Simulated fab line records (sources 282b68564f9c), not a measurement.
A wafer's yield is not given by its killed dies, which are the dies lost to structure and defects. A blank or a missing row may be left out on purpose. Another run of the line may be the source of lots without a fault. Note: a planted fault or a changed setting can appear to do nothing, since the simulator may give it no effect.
The tool behind it: which one? | flow rit cmos | 21 wafers from 7 lots sampled at 2 of the route's 202 steps

## WHAT THE GAUGES SHOWED, per wafer
RIT_SILICIDE_RS_MEAS_02: measures by four-point-probe.
lot  | measured    | on            | SILICIDE_TI_RS (ohm/sq)
L485 | day 3 13:44 | film metro-01 | 48.9 48.1 48.8
L487 | day 4 02:17 | film metro-03 | 48.2 48.1 48.1
L489 | day 4 09:10 | film metro-04 | 47.1 47.2 47.3
L492 | day 4 21:04 | film metro-03 | 47.9 48.5 48.3
L498 | day 6 13:08 | film metro-04 | 57.8 57.1 58.0
L501 | day 7 08:43 | film metro-04 | 47.6 47.5 47.9
L504 | day 8 05:52 | film metro-01 | 48.4 48.0 49.1

## WHICH TOOL RAN EACH LOT (tool, then ch and the chambers of the sampled wafers, then the start)
lot  | RIT_SILICIDE_SPUTTER_01
L485 | pvd sputter-01, day 3 13:34
L487 | pvd sputter-01, day 4 02:07
L489 | pvd sputter-03, day 4 09:01
L492 | pvd sputter-02, day 4 20:53
L498 | pvd sputter-02, day 6 12:56
L501 | pvd sputter-01, day 7 08:31
L504 | pvd sputter-03, day 8 05:43
- RIT_SILICIDE_SPUTTER_01: material Ti, target thk 30 nm, time 240 s.

## THE ANSWER, worked out from the rows above alone
Rule: the usual values come from the lots themselves. The widest of any qualifying gaps counts: lots, ordered by their means at a reading, are off when they make up no more than a third of the lots, leave a main group of 4 or more, and stand apart from it by 3 or more times the standard deviation of that group's means. Not used: any main group whose means are identical at the precision the tables above print for the reading. A lot without any number at a reading at which 4 lots or more have one is off too. The other lots that the step has rows for count as sound.
Off: L498, seen at RIT_SILICIDE_RS_MEAS_02 (SILICIDE_TI_RS). For the main group the mean is 48.1 ohm/sq and the standard deviation 0.49.
If a tool, at a process step before that reading, ran all the lots that are off and no sound lot after the first of them, it fits. Gauges at RIT_SILICIDE_RS_MEAS_02: tried the same way as those tools. One fits: pvd sputter-02 at RIT_SILICIDE_SPUTTER_01. A fault onset in the window from L492 (day 4 20:53, its last sound lot) to L498 (day 6 12:56, its first lot off) fits.

## WHAT WAS PUT IN BY THE SIMULATOR
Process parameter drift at RIT_SILICIDE_SPUTTER_01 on pvd sputter-02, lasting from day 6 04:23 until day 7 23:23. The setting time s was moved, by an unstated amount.
Shown lots that were struck: L498. The same result came from the rule above.
